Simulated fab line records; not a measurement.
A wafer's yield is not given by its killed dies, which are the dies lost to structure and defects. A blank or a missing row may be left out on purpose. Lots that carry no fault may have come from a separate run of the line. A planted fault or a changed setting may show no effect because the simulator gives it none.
fab line records + flow berkeley-cmos170
[record]
- lots = 14
- wafers = 42
- last-day = 12
route steps=331 shown V1@255 M2@289 V2@294
lots that met no fault: from a run of the same line without faults
start-h: hours from the record's opening day to when the first of the lot's shown wafers began + wait-h: time in hours since the lot's previous step + " unchanged from the row above + L1.1+2: one row covering several wafers at once + - no value, or no start was given + * or withheld: withheld + < > ~ a bound
route shown NAME@n: a module of which the file shows steps, and the number in the route of the first + usual: mean/standard deviation taken from wafers without a fault + same: alike in all rows + chamber/n: place in a boat + sites: per-site readings + _std_site: their standard deviation + _edge_site: outer sites' mean less inner sites' + radius-mm: how far each site lies from the wafer's centre + mask NAME#n: copy n + behind: the tool/chamber that last shaped the wafer + hold: cause of the lot's hold/its duration in hours/its outcome + device: names the non-switching transistor (n, p or np) + end of line: the tests these same wafers got at the end of their route + step lacking rows: just its recipe + killed: dies lost to structure and defects at the first sort, not the wafer's yield + map: per-die view of a wafer (x killed, . not killed, _ where there is no die)
set.NAME: the setting as run; set.NAME@STEP: as run at that earlier step + model.NAME: the simulator's own value behind a step, which no gauge read
route steps across a sampled set of lots; one table per step, one row per wafer
services: when a tool's chamber went out of use (start-h, in hours from the record's first day, below 0 if earlier), for how many hours, and the reason
[[steps]]
[step UCB170_V1_THK_MEAS_01]
[recipe]
- reads = SiO2_of_V1_CVD_00
[usual]
- V1_TEOS_THK = 2003/26
| lot.wafer | tool          | chamber | start-h | wait-h | V1_TEOS_THK[nm] |
|-----------|---------------|---------|---------|--------|-----------------|
| L118.1    | film-metro-03 | -       | 150.43  | 0.1    | 1991            |
| L118.2    | "             | -       | "       | "      | 1999            |
| L118.6    | "             | -       | "       | "      | 2000            |
| L123.1    | film-metro-01 | -       | 168.09  | 0.1    | 1935            |
| L123.2    | "             | -       | "       | "      | 1951            |
| L123.6    | "             | -       | "       | "      | 1980            |
| L122.3    | film-metro-03 | -       | 168.11  | 0.1    | 1977            |
| L122.4    | "             | -       | "       | "      | 1995            |
| L122.6    | "             | -       | "       | "      | 2005            |
| L121.1    | film-metro-01 | -       | 171.53  | 0.1    | 1961            |
| L121.2    | "             | -       | "       | "      | 1973            |
| L121.5    | "             | -       | "       | "      | 2007            |
| L125.1    | film-metro-04 | -       | 193.22  | 0.1    | 1978            |
| L125.2    | "             | -       | "       | "      | 1973            |
| L125.6    | "             | -       | "       | "      | 2011            |
| L126.1    | film-metro-03 | -       | 193.22  | 0.1    | 1920            |
| L126.3    | "             | -       | "       | "      | 1955            |
| L126.5    | "             | -       | "       | "      | 1942            |
| L124.2    | film-metro-01 | -       | 193.23  | 0.1    | 2006            |
| L124.5    | "             | -       | "       | "      | 2036            |
| L124.6    | "             | -       | "       | "      | 2052            |
| L127.3    | film-metro-03 | -       | 199.08  | 0.1    | 1998            |
| L127.4    | "             | -       | "       | "      | 2028            |
| L127.6    | "             | -       | "       | "      | 2034            |
| L128.4    | film-metro-01 | -       | 199.09  | 0.0    | 2036            |
| L128.5    | "             | -       | "       | "      | 2025            |
| L128.6    | "             | -       | "       | "      | 2012            |
| L129.1    | film-metro-03 | -       | 205.72  | 0.1    | 2007            |
| L129.2    | "             | -       | "       | "      | 2013            |
| L129.3    | "             | -       | "       | "      | 2006            |
| L130.2    | film-metro-01 | -       | 205.73  | 0.1    | 1973            |
| L130.4    | "             | -       | "       | "      | 2017            |
| L130.6    | "             | -       | "       | "      | 1991            |
| L132.1    | film-metro-03 | -       | 223.10  | 0.1    | 1979            |
| L132.2    | "             | -       | "       | "      | 1999            |
| L132.4    | "             | -       | "       | "      | 1999            |
| L134.1    | film-metro-03 | -       | 235.86  | 0.1    | 1971            |
| L134.4    | "             | -       | "       | "      | 1999            |
| L134.5    | "             | -       | "       | "      | 2003            |
| L138.2    | film-metro-03 | -       | 266.29  | 0.1    | 2002            |
| L138.3    | "             | -       | "       | "      | 1994            |
| L138.5    | "             | -       | "       | "      | 2016            |
[step UCB170_V1_CD_MEAS_90]
[recipe]
- target-cd-nm = 700
[usual]
- cd-nm = 700.3/1.4
| lot.wafer | tool      | chamber | start-h | wait-h | cd-nm |
|-----------|-----------|---------|---------|--------|-------|
| L118.1    | cd-sem-02 | -       | 153.46  | 0.1    | 699.6 |
| L118.2    | "         | -       | "       | "      | 701.8 |
| L118.6    | "         | -       | "       | "      | 701.6 |
| L123.1    | cd-sem-01 | -       | 170.64  | 0.1    | 698.6 |
| L123.2    | "         | -       | "       | "      | 698.3 |
| L123.6    | "         | -       | "       | "      | 699.1 |
| L122.3    | cd-sem-01 | -       | 170.98  | 0.1    | 702.4 |
| L122.4    | "         | -       | "       | "      | 701.0 |
| L122.6    | "         | -       | "       | "      | 700.3 |
| L121.1    | cd-sem-02 | -       | 176.79  | 0.1    | 698.5 |
| L121.2    | "         | -       | "       | "      | 696.4 |
| L121.5    | "         | -       | "       | "      | 698.3 |
| L126.1    | cd-sem-01 | -       | 195.57  | 0.1    | 698.8 |
| L126.3    | "         | -       | "       | "      | 700.9 |
| L126.5    | "         | -       | "       | "      | 699.6 |
| L124.2    | cd-sem-02 | -       | 195.59  | 0.1    | 698.3 |
| L124.5    | "         | -       | "       | "      | 697.4 |
| L124.6    | "         | -       | "       | "      | 699.3 |
| L125.1    | cd-sem-02 | -       | 195.97  | 0.2    | 699.1 |
| L125.2    | "         | -       | "       | "      | 699.7 |
| L125.6    | "         | -       | "       | "      | 699.0 |
| L128.4    | cd-sem-02 | -       | 201.31  | 0.1    | 700.9 |
| L128.5    | "         | -       | "       | "      | 702.1 |
| L128.6    | "         | -       | "       | "      | 702.0 |
| L127.3    | cd-sem-01 | -       | 201.65  | 0.1    | 701.6 |
| L127.4    | "         | -       | "       | "      | 701.4 |
| L127.6    | "         | -       | "       | "      | 700.5 |
| L129.1    | cd-sem-02 | -       | 209.27  | 0.1    | 700.6 |
| L129.2    | "         | -       | "       | "      | 700.9 |
| L129.3    | "         | -       | "       | "      | 702.1 |
| L130.2    | cd-sem-02 | -       | 209.57  | 0.1    | 702.3 |
| L130.4    | "         | -       | "       | "      | 700.1 |
| L130.6    | "         | -       | "       | "      | 701.7 |
| L132.1    | cd-sem-02 | -       | 225.33  | 0.1    | 701.1 |
| L132.2    | "         | -       | "       | "      | 700.2 |
| L132.4    | "         | -       | "       | "      | 698.9 |
| L134.1    | cd-sem-02 | -       | 238.24  | 0.1    | 698.6 |
| L134.4    | "         | -       | "       | "      | 697.0 |
| L134.5    | "         | -       | "       | "      | 698.0 |
| L138.2    | cd-sem-02 | -       | 268.30  | 0.1    | 700.8 |
| L138.3    | "         | -       | "       | "      | 700.2 |
| L138.5    | "         | -       | "       | "      | 699.7 |
[step UCB170_M2_METAL_ETCH_18]
[recipe]
- chemistry = Cl2/BCl3
- target = Al
- stop-on = SiO2
- pressure-mtorr = 12
- target-depth-a = 11700
- over-etch-frac = 0.3
- time-s = 195
- icp-w = 600
- bias-w = 120
- Cl2_flow_sccm = 90
- bcl3-flow-sccm = 45
[usual]
- drypump-motor-current-A = 5.7/0.52
- oes-product-au = 0.860/0.0097
- rf-fwd-power-W = 597.9/1.8
- throttle-valve-pct = 24.37/0.15
| lot.wafer | tool         | chamber | start-h | wait-h | drypump-motor-current-A | oes-product-au | rf-fwd-power-W | rf-hours-counter-h | throttle-valve-pct |
|-----------|--------------|---------|---------|--------|-------------------------|----------------|----------------|--------------------|--------------------|
| L118.1    | rie-metal-02 | 0       | 155.92  | -      | 6.4                     | 0.845          | 598.0          | 0.0                | 24.24              |
| L118.2    | "            | 0       | "       | "      | 6.4                     | 0.856          | 597.0          | -                  | 24.23              |
| L118.6    | "            | 0       | "       | "      | 6.4                     | 0.849          | 597.7          | -                  | 24.25              |
| L123.1    | rie-metal-02 | 0       | 172.92  | -      | 6.4                     | 0.846          | 598.6          | 1.2                | 24.25              |
| L123.2    | "            | 0       | "       | "      | 6.4                     | 0.852          | 600.5          | -                  | 24.25              |
| L123.6    | "            | 0       | "       | "      | 6.4                     | 0.853          | 597.9          | -                  | 24.24              |
| L122.3    | rie-metal-04 | 0       | 173.34  | -      | 5.1                     | 0.854          | 599.7          | -                  | 24.31              |
| L122.4    | "            | 1       | "       | "      | 6.1                     | 0.859          | 598.7          | -                  | 24.28              |
| L122.6    | "            | 1       | "       | "      | 6.1                     | 0.849          | 596.7          | -                  | 24.29              |
| L121.1    | rie-metal-02 | 1       | 180.52  | -      | 5.6                     | 0.862          | 597.3          | 0.0                | 24.43              |
| L121.2    | "            | 0       | "       | "      | 6.4                     | 0.852          | 597.0          | 1.7                | 24.24              |
| L121.5    | "            | 0       | "       | "      | 6.4                     | 0.851          | 598.0          | -                  | 24.24              |
| L124.2    | rie-metal-01 | 1       | 198.29  | -      | 5.1                     | 0.867          | 595.3          | 1.7                | 24.68              |
| L124.5    | "            | 1       | "       | "      | 5.1                     | 0.877          | 595.3          | -                  | 24.71              |
| L124.6    | "            | 0       | "       | "      | 5.7                     | 0.872          | 598.5          | -                  | 24.39              |
| L126.1    | rie-metal-04 | 0       | 198.57  | -      | 5.1                     | 0.865          | 595.4          | 5.6                | 24.31              |
| L126.3    | "            | 1       | "       | "      | 6.1                     | 0.848          | 594.2          | -                  | 24.28              |
| L126.5    | "            | 1       | "       | "      | 6.1                     | 0.858          | 597.8          | -                  | 24.28              |
| L125.1    | rie-metal-02 | 0       | 199.65  | -      | 6.4                     | 0.854          | 597.6          | 2.2                | 24.23              |
| L125.2    | "            | 1       | "       | "      | 5.6                     | 0.866          | 598.9          | 0.5                | 24.43              |
| L125.6    | "            | 1       | "       | "      | 5.7                     | 0.884          | 596.7          | -                  | 24.41              |
| L128.4    | rie-metal-02 | 1       | 204.06  | -      | 5.6                     | 0.856          | 594.6          | -                  | 24.41              |
| L128.5    | "            | 1       | "       | "      | 5.6                     | 0.853          | 596.3          | -                  | 24.43              |
| L128.6    | "            | 0       | "       | "      | 6.4                     | 0.840          | 598.9          | -                  | 24.25              |
| L127.3    | rie-metal-04 | 0       | 204.33  | -      | 5.1                     | 0.872          | 601.3          | -                  | 24.32              |
| L127.4    | "            | 1       | "       | "      | 6.1                     | 0.850          | 595.5          | -                  | 24.26              |
| L127.6    | "            | 0       | "       | "      | 5.1                     | 0.859          | 598.8          | -                  | 24.30              |
| L129.1    | rie-metal-04 | 0       | 211.49  | -      | 5.1                     | 0.787          | 358.5          | 6.1                | 24.34              |
| L129.2    | "            | 1       | "       | "      | 6.1                     | 0.776          | 355.3          | 2.5                | 24.33              |
| L129.3    | "            | 0       | "       | "      | 5.1                     | 0.795          | 355.3          | -                  | 24.34              |
| L130.2    | rie-metal-01 | 0       | 212.06  | -      | 5.7                     | 0.872          | 597.6          | 5.7                | 24.37              |
| L130.4    | "            | 1       | "       | "      | 5.2                     | 0.872          | 601.8          | -                  | 24.70              |
| L130.6    | "            | 1       | "       | "      | 5.1                     | 0.873          | 596.5          | -                  | 24.69              |
| L132.1    | rie-metal-04 | 1       | 228.49  | -      | 6.1                     | 0.771          | 356.2          | 2.9                | 24.34              |
| L132.2    | "            | 0       | "       | "      | 5.1                     | 0.793          | 361.3          | 6.5                | 24.36              |
| L132.4    | "            | 0       | "       | "      | 5.1                     | 0.795          | 358.7          | -                  | 24.36              |
| L134.1    | rie-metal-01 | 1       | 240.53  | -      | 5.1                     | 0.869          | 595.6          | 2.9                | 24.69              |
| L134.4    | "            | 0       | "       | "      | 5.7                     | 0.875          | 598.5          | -                  | 24.38              |
| L134.5    | "            | 0       | "       | "      | 5.7                     | 0.868          | 600.0          | -                  | 24.40              |
| L138.2    | rie-metal-01 | 1       | 273.82  | -      | 5.1                     | 0.876          | 598.5          | 3.5                | 24.69              |
| L138.3    | "            | 1       | "       | "      | 5.1                     | 0.874          | 601.0          | -                  | 24.69              |
| L138.5    | "            | 1       | "       | "      | 5.1                     | 0.887          | 599.1          | -                  | 24.69              |
[step UCB170_M2_STRIP_19]
[recipe]
- chemistry = O2
- power-w = 400
- pressure-mtorr = 3500
- platen-temp-c = withheld
- o2-flow-sccm = 400
- overash-fraction = 0.5
[usual]
- drypump-motor-current-A = 5.7/0.43
- oes-product-au = 0.542/0.0095
[same]
- overash-fraction = 0.5
| lot.wafer | tool            | chamber | start-h | wait-h | drypump-motor-current-A | oes-product-au | rf-hours-counter-h |
|-----------|-----------------|---------|---------|--------|-------------------------|----------------|--------------------|
| L118.1    | plasma-asher-01 | 1       | 156.29  | 0.3    | 6.3                     | 0.541          | 41                 |
| L118.2    | "               | 0       | "       | "      | 6.1                     | 0.559          | 41                 |
| L118.6    | "               | 1       | "       | "      | 6.4                     | 0.548          | -                  |
| L123.1    | plasma-asher-01 | 0       | 173.29  | 0.3    | 6.1                     | 0.530          | 43                 |
| L123.2    | "               | 1       | "       | "      | 6.3                     | 0.524          | 43                 |
| L123.6    | "               | 1       | "       | "      | 6.3                     | 0.524          | -                  |
| L122.3    | plasma-asher-04 | 0       | 173.50  | 0.1    | 6.1                     | 0.535          | -                  |
| L122.4    | "               | 1       | "       | "      | 5.6                     | 0.553          | -                  |
| L122.6    | "               | 1       | "       | "      | 5.6                     | 0.546          | -                  |
| L121.1    | plasma-asher-03 | 0       | 180.71  | 0.1    | 5.2                     | 0.537          | 6                  |
| L121.2    | "               | 1       | "       | "      | 5.3                     | 0.532          | 6                  |
| L121.5    | "               | 1       | "       | "      | 5.3                     | 0.542          | -                  |
| L124.2    | plasma-asher-04 | 1       | 198.48  | 0.1    | 5.6                     | 0.550          | 48                 |
| L124.5    | "               | 1       | "       | "      | 5.6                     | 0.552          | -                  |
| L124.6    | "               | 0       | "       | "      | 6.2                     | 0.534          | -                  |
| L126.1    | plasma-asher-03 | 1       | 198.76  | 0.1    | 5.3                     | 0.543          | 8                  |
| L126.3    | "               | 0       | "       | "      | 5.1                     | 0.546          | -                  |
| L126.5    | "               | 0       | "       | "      | 5.2                     | 0.550          | -                  |
| L125.1    | plasma-asher-01 | 1       | 199.83  | 0.1    | 6.3                     | 0.542          | 46                 |
| L125.2    | "               | 0       | "       | "      | 6.1                     | 0.527          | 46                 |
| L125.6    | "               | 1       | "       | "      | 6.3                     | 0.541          | -                  |
| L128.4    | plasma-asher-03 | 0       | 204.21  | 0.1    | 5.2                     | 0.546          | -                  |
| L128.5    | "               | 0       | "       | "      | 5.2                     | 0.546          | -                  |
| L128.6    | "               | 1       | "       | "      | 5.3                     | 0.540          | -                  |
| L127.3    | plasma-asher-01 | 0       | 204.49  | 0.1    | 6.1                     | 0.545          | -                  |
| L127.4    | "               | 1       | "       | "      | 6.3                     | 0.543          | -                  |
| L127.6    | "               | 1       | "       | "      | 6.2                     | 0.547          | -                  |
| L129.1    | plasma-asher-04 | 0       | 211.67  | 0.1    | 6.2                     | 0.723          | 50                 |
| L129.2    | "               | 1       | "       | "      | 5.6                     | 0.715          | 50                 |
| L129.3    | "               | 0       | "       | "      | 6.1                     | 0.722          | -                  |
| L130.2    | plasma-asher-03 | 0       | 212.25  | 0.1    | 5.2                     | 0.548          | 9                  |
| L130.4    | "               | 1       | "       | "      | 5.3                     | 0.548          | -                  |
| L130.6    | "               | 0       | "       | "      | 5.2                     | 0.559          | -                  |
| L132.1    | plasma-asher-03 | 0       | 228.68  | 0.1    | 5.2                     | 0.720          | 11                 |
| L132.2    | "               | 1       | "       | "      | 5.3                     | 0.719          | 11                 |
| L132.4    | "               | 1       | "       | "      | 5.3                     | 0.714          | -                  |
| L134.1    | plasma-asher-01 | 1       | 240.72  | 0.1    | 6.3                     | 0.553          | 50                 |
| L134.4    | "               | 1       | "       | "      | 6.4                     | 0.546          | -                  |
| L134.5    | "               | 0       | "       | "      | 6.1                     | 0.551          | -                  |
| L138.2    | plasma-asher-03 | 1       | 274.00  | 0.1    | 5.3                     | 0.554          | 15                 |
| L138.3    | "               | 1       | "       | "      | 5.3                     | 0.548          | -                  |
| L138.5    | "               | 1       | "       | "      | 5.3                     | 0.548          | -                  |
[step UCB170_M2_CD_MEAS_90]
[recipe]
- target-cd-nm = 700
[usual]
- cd-nm = 699.7/2.3
| lot.wafer | tool      | chamber | start-h | wait-h | cd-nm |
|-----------|-----------|---------|---------|--------|-------|
| L118.1    | cd-sem-01 | -       | 156.39  | 0.1    | 699.5 |
| L118.2    | "         | -       | "       | "      | 699.3 |
| L118.6    | "         | -       | "       | "      | 701.7 |
| L123.1    | cd-sem-01 | -       | 173.39  | 0.1    | 701.8 |
| L123.2    | "         | -       | "       | "      | 701.0 |
| L123.6    | "         | -       | "       | "      | 697.1 |
| L122.3    | cd-sem-01 | -       | 173.60  | 0.1    | 701.8 |
| L122.4    | "         | -       | "       | "      | 701.6 |
| L122.6    | "         | -       | "       | "      | 700.7 |
| L121.1    | cd-sem-01 | -       | 180.81  | 0.1    | 699.4 |
| L121.2    | "         | -       | "       | "      | 701.5 |
| L121.5    | "         | -       | "       | "      | 699.0 |
| L124.2    | cd-sem-02 | -       | 198.60  | 0.1    | 702.6 |
| L124.5    | "         | -       | "       | "      | 700.1 |
| L124.6    | "         | -       | "       | "      | 698.3 |
| L126.1    | cd-sem-02 | -       | 198.86  | 0.1    | 704.2 |
| L126.3    | "         | -       | "       | "      | 704.0 |
| L126.5    | "         | -       | "       | "      | 700.6 |
| L125.1    | cd-sem-02 | -       | 199.93  | 0.1    | 695.1 |
| L125.2    | "         | -       | "       | "      | 694.8 |
| L125.6    | "         | -       | "       | "      | 696.3 |
| L128.4    | cd-sem-01 | -       | 204.34  | 0.1    | 696.6 |
| L128.5    | "         | -       | "       | "      | 694.5 |
| L128.6    | "         | -       | "       | "      | 699.0 |
| L127.3    | cd-sem-02 | -       | 204.60  | 0.1    | 702.0 |
| L127.4    | "         | -       | "       | "      | 702.0 |
| L127.6    | "         | -       | "       | "      | 701.6 |
| L129.1    | cd-sem-01 | -       | 211.77  | 0.1    | 718.8 |
| L129.2    | "         | -       | "       | "      | 718.8 |
| L129.3    | "         | -       | "       | "      | 718.7 |
| L130.2    | cd-sem-01 | -       | 212.37  | 0.1    | 700.3 |
| L130.4    | "         | -       | "       | "      | 701.8 |
| L130.6    | "         | -       | "       | "      | 703.6 |
| L132.1    | cd-sem-01 | -       | 228.78  | 0.1    | 722.5 |
| L132.2    | "         | -       | "       | "      | 719.3 |
| L132.4    | "         | -       | "       | "      | 721.6 |
| L134.1    | cd-sem-02 | -       | 240.82  | 0.1    | 698.4 |
| L134.4    | "         | -       | "       | "      | 698.6 |
| L134.5    | "         | -       | "       | "      | 696.9 |
| L138.2    | cd-sem-01 | -       | 274.12  | 0.1    | 700.5 |
| L138.3    | "         | -       | "       | "      | 699.9 |
| L138.5    | "         | -       | "       | "      | 701.6 |
[step UCB170_V2_CMP_02]
[recipe]
- material = SiO2
- down-force-psi = 6
- platen-rpm = 60
- pad-velocity-m-s = 0.75398
[usual]
- motor-current-A = 16.7/1.8
- slurry-filter-dp-kPa = 13.52/0.11
| lot.wafer | tool   | chamber | start-h | wait-h | motor-current-A | slurry-filter-dp-kPa |
|-----------|--------|---------|---------|--------|-----------------|----------------------|
| L118.2    | cmp-01 | 0       | 156.73  | 0.0    | 18.9            | 13.79                |
| L118.1    | "      | 2       | "       | "      | 17.4            | 13.46                |
| L118.6    | "      | 1       | "       | "      | 19.9            | 13.71                |
| L123.1    | cmp-02 | 3       | 173.73  | 0.1    | 15.9            | 13.54                |
| L123.2    | "      | 0       | "       | "      | 15.1            | 13.57                |
| L123.6    | "      | 0       | "       | "      | 15.4            | 13.72                |
| L122.4    | cmp-01 | 1       | 173.90  | 0.0    | 20.3            | 13.55                |
| L122.3    | "      | 0       | "       | "      | 17.1            | 13.51                |
| L122.6    | "      | 1       | "       | "      | 19.6            | 13.26                |
| L121.2    | cmp-02 | 1       | 181.20  | 0.1    | 14.8            | 13.37                |
| L121.1    | "      | 3       | "       | "      | 16.3            | 13.46                |
| L121.5    | "      | 1       | "       | "      | 13.6            | 13.57                |
| L124.2    | cmp-01 | 1       | 199.07  | 0.2    | 19.6            | 13.48                |
| L124.6    | "      | 2       | "       | "      | 17.2            | 13.64                |
| L124.5    | "      | 3       | "       | "      | 16.2            | 13.45                |
| L126.3    | cmp-02 | 1       | 199.62  | 0.5    | 15.2            | 13.29                |
| L126.1    | "      | 2       | "       | "      | 15.2            | 13.42                |
| L126.5    | "      | 0       | "       | "      | 16.0            | 13.53                |
| L125.2    | cmp-01 | 3       | 200.27  | 0.0    | 14.7            | 13.52                |
| L125.1    | "      | 2       | "       | "      | 17.0            | 13.30                |
| L125.6    | "      | 3       | "       | "      | 14.7            | 13.46                |
| L128.4    | cmp-02 | 3       | 204.77  | 0.2    | 15.2            | 13.68                |
| L128.5    | "      | 0       | "       | "      | 14.9            | 13.55                |
| L128.6    | "      | 1       | "       | "      | 14.6            | 13.44                |
| L127.4    | cmp-01 | 1       | 205.02  | 0.1    | 19.3            | 13.23                |
| L127.3    | "      | 2       | "       | "      | 17.2            | 13.52                |
| L127.6    | "      | 0       | "       | "      | 18.0            | 13.55                |
| L130.4    | cmp-02 | 1       | 212.73  | 0.1    | 14.1            | 13.48                |
| L130.2    | "      | 3       | "       | "      | 15.1            | 13.54                |
| L130.6    | "      | 1       | "       | "      | 15.0            | 13.48                |
| L134.1    | cmp-01 | 1       | 241.16  | 0.1    | 20.0            | 13.35                |
| L134.4    | "      | 2       | "       | "      | 18.3            | 13.49                |
| L134.5    | "      | 1       | "       | "      | 19.3            | 13.51                |
| L138.3    | cmp-02 | 0       | 274.44  | 0.0    | 15.7            | 13.53                |
| L138.2    | "      | 1       | "       | "      | 15.2            | 13.55                |
| L138.5    | "      | 1       | "       | "      | 15.0            | 13.39                |
[[services]]
| tool            | chamber | start-h | hours | kind                           |
|-----------------|---------|---------|-------|--------------------------------|
| rie-metal-02    | 0       | 134.62  | -     | clean                          |
| rie-metal-02    | 0       | 134.62  | 17.4  | scheduled-down                 |
| rie-metal-02    | 0       | 134.62  | 17.4  | vent-cycle                     |
| plasma-asher-03 | -       | 144.91  | 1.1   | repair                         |
| rie-metal-02    | 1       | 152.02  | -     | clean                          |
| rie-metal-02    | 1       | 152.02  | 21.0  | scheduled-down                 |
| rie-metal-02    | 1       | 152.02  | 21.0  | vent-cycle                     |
| cmp-02          | -       | 163.58  | 2.7   | repair                         |
| plasma-asher-03 | -       | 164.81  | 1.9   | repair                         |
| cmp-01          | -       | 175.67  | 1.7   | repair                         |
| rie-metal-02    | -       | 180.77  | 0.7   | repair                         |
| rie-metal-04    | 0       | 214.46  | 1.2   | repair                         |
| cmp-01          | -       | 215.86  | 0.5   | repair                         |
| cmp-01          | -       | 232.26  | 4.0   | pm                             |
| cmp-01          | -       | 236.26  | -     | consumable-replace:conditioner |
| cmp-01          | -       | 236.26  | -     | consumable-replace:pad         |
| rie-metal-01    | -       | 241.49  | 2.8   | pm                             |
| rie-metal-04    | 1       | 252.90  | 11.0  | repair                         |
| plasma-asher-04 | -       | 268.07  | 2.8   | pm                             |
[[key]]
[first-sign]
- step = UCB170_M2_METAL_ETCH_18
- reading = rf-fwd-power-W
- direction = down
- sigmas = 99+
- usual = 597.9
- struck = 357.6
[effect]
- step = UCB170_M2_METAL_ETCH_18
- reading = oes-product-au
- direction = down
- sigmas = 7.7
- usual = 0.860
- struck = 0.786
[effect]
- step = UCB170_M2_STRIP_19
- reading = oes-product-au
- direction = up
- sigmas = 19
- usual = 0.542
- struck = 0.719
[effect]
- step = UCB170_M2_CD_MEAS_90
- reading = cd-nm
- direction = up
- sigmas = 8.7
- usual = 699.7
- struck = 719.9
met-at UCB170_M2_METAL_ETCH_18
struck-lots L129,L132
later-rows-left-out L129.1,L129.2,L129.3,L132.1,L132.2,L132.4
sort-left-out L129.1,L129.2,L129.3,L132.1,L132.2,L132.4
not-acting-at UCB170_V1_THK_MEAS_01,UCB170_V1_CD_MEAS_90,UCB170_V2_CMP_02
onset-between 204.33 211.49
[fault]
- kind = process-parameter-drift
- tool = rie-metal-04
- chamber = -
- onset-h = 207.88
- steps = UCB170_M2_METAL_ETCH_18
- channel = icp-w
- offset = -240
- shape = step
- end-h = 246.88
- acts-in = these-recipes-only
- stated = 600
// sort-left-out: the simulated sort isn't trusted on such a fault, so these wafers' sort isn't shown, and their yield isn't known
// later-rows-left-out: the simulator's readings of these wafers behind a module that went badly wrong aren't trusted and aren't shown, but for the sort
